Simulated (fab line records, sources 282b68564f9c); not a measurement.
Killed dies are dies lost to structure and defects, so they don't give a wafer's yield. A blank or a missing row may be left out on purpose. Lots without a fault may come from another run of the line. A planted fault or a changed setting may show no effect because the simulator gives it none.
Split-lot trial    flow ritCmos    route with 202 steps; 5 lots, 23 wafers read

## ON THE SPLIT
At RIT_SPACER_CVD_03 (deposits Si3N4 from SiH2Cl2/NH3, target thk 250 nm, time 3300 s), the setting tempC was moved away from the recipe's 810 C on 15 of the 23 wafers read, by -2.9% to +2.1%. This setting was run at the recipe's value on the other wafers.

## FROM THE SPLIT TO THE READING: what the file shows between them, 1 step
- RIT_SPACER_THK_MEAS_04

## THE READING
oesProductAu, in a.u., at RIT_SPACER_ETCHBACK_05 (etches Si3N4 in SF6/CHF3, stops on SiO2, target depth 250 nm, time 240 s). Typical for fault-free wafers on this fab line: 0.842 a.u., with standard deviation 0.012 a.u.

wafer   tool, chamber at the split  tempC as run, C  against the recipe  oesProductAu, a.u.  against lot-mates on the recipe
L074.1  -, -                        802.5            -0.9%               0.764               no lot-mate on the recipe
L074.2  -, -                        802.5            -0.9%               0.769               no lot-mate on the recipe
L074.4  -, -                        802.5            -0.9%               0.769               no lot-mate on the recipe
L074.5  -, -                        802.5            -0.9%               0.765               no lot-mate on the recipe
L074.6  -, -                        802.5            -0.9%               0.768               no lot-mate on the recipe
L077.2  lpcvd-02, 1                 810              recipe              0.852               -
L077.4  lpcvd-02, 1                 810              recipe              0.843               -
L077.5  lpcvd-02, 1                 810              recipe              0.832               -
L079.1  -, -                        827.4            +2.1%               1.029               no lot-mate on the recipe
L079.3  -, -                        827.4            +2.1%               0.967               no lot-mate on the recipe
L079.4  -, -                        827.4            +2.1%               1.036               no lot-mate on the recipe
L079.5  -, -                        827.4            +2.1%               1.018               no lot-mate on the recipe
L079.6  -, -                        827.4            +2.1%               1.028               no lot-mate on the recipe
L081.1  -, -                        786.5            -2.9%               0.631               no lot-mate on the recipe
L081.2  -, -                        786.5            -2.9%               0.621               no lot-mate on the recipe
L081.3  -, -                        786.5            -2.9%               0.653               no lot-mate on the recipe
L081.4  -, -                        786.5            -2.9%               0.651               no lot-mate on the recipe
L081.6  -, -                        786.5            -2.9%               0.650               no lot-mate on the recipe
L080.1  -, -                        810              recipe              0.845               -
L080.2  -, -                        810              recipe              0.829               -
L080.3  -, -                        810              recipe              0.832               -
L080.4  -, -                        810              recipe              0.846               -
L080.5  -, -                        810              recipe              0.836               -

FIT RESULTS
A straight line over all 23 wafers: oesProductAu changes by +0.0743 a.u. for each +1% of tempC; r = +0.99; the points scatter about the line by 0.017 a.u.
Too few moved wafers with a lot-mate on the recipe to fit a line net of each lot's own level.

## THE WHOLE CHAIN: every reading that the file lists as answering this split, in the file's order
step                    what it does                                                              reading                                                                        change (the file's fit)                   r (the file's)
RIT_SPACER_CVD_03       deposits Si3N4 from SiH2Cl2/NH3, target thk 250 nm, time 3300 s           Si3N4_of_SPACER_CVD_03.thkNm (the simulator's own value, which no gauge read)  +34.6 nm for each +1% of the setting      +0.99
RIT_SPACER_THK_MEAS_04                                                                            SPACER_NITRIDE_THK                                                             +34.6 for each +1% of the setting         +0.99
RIT_SPACER_ETCHBACK_05  etches Si3N4 in SF6/CHF3, stops on SiO2, target depth 250 nm, time 240 s  oesProductAu                                                                   +0.0743 a.u. for each +1% of the setting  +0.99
RIT_SPACER_ETCHBACK_05  etches Si3N4 in SF6/CHF3, stops on SiO2, target depth 250 nm, time 240 s  etch.depthNm (the simulator's own value, which no gauge read)                  +29.9 nm for each +1% of the setting      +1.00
RIT_SPACER_ETCHBACK_05  etches Si3N4 in SF6/CHF3, stops on SiO2, target depth 250 nm, time 240 s  Si3N4_of_SPACER_CVD_03.thkNm (the simulator's own value, which no gauge read)  +27 nm for each +1% of the setting        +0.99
RIT_M1_PROBE_99                                                                                   etest.pmosTurned.rOnOhmUm (the simulator's own value, which no gauge read)     -664 for each +1% of the setting          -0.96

## THE FILE'S OWN FIT
oesProductAu changes by +0.0743 a.u. for each +1% of tempC, r = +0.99.
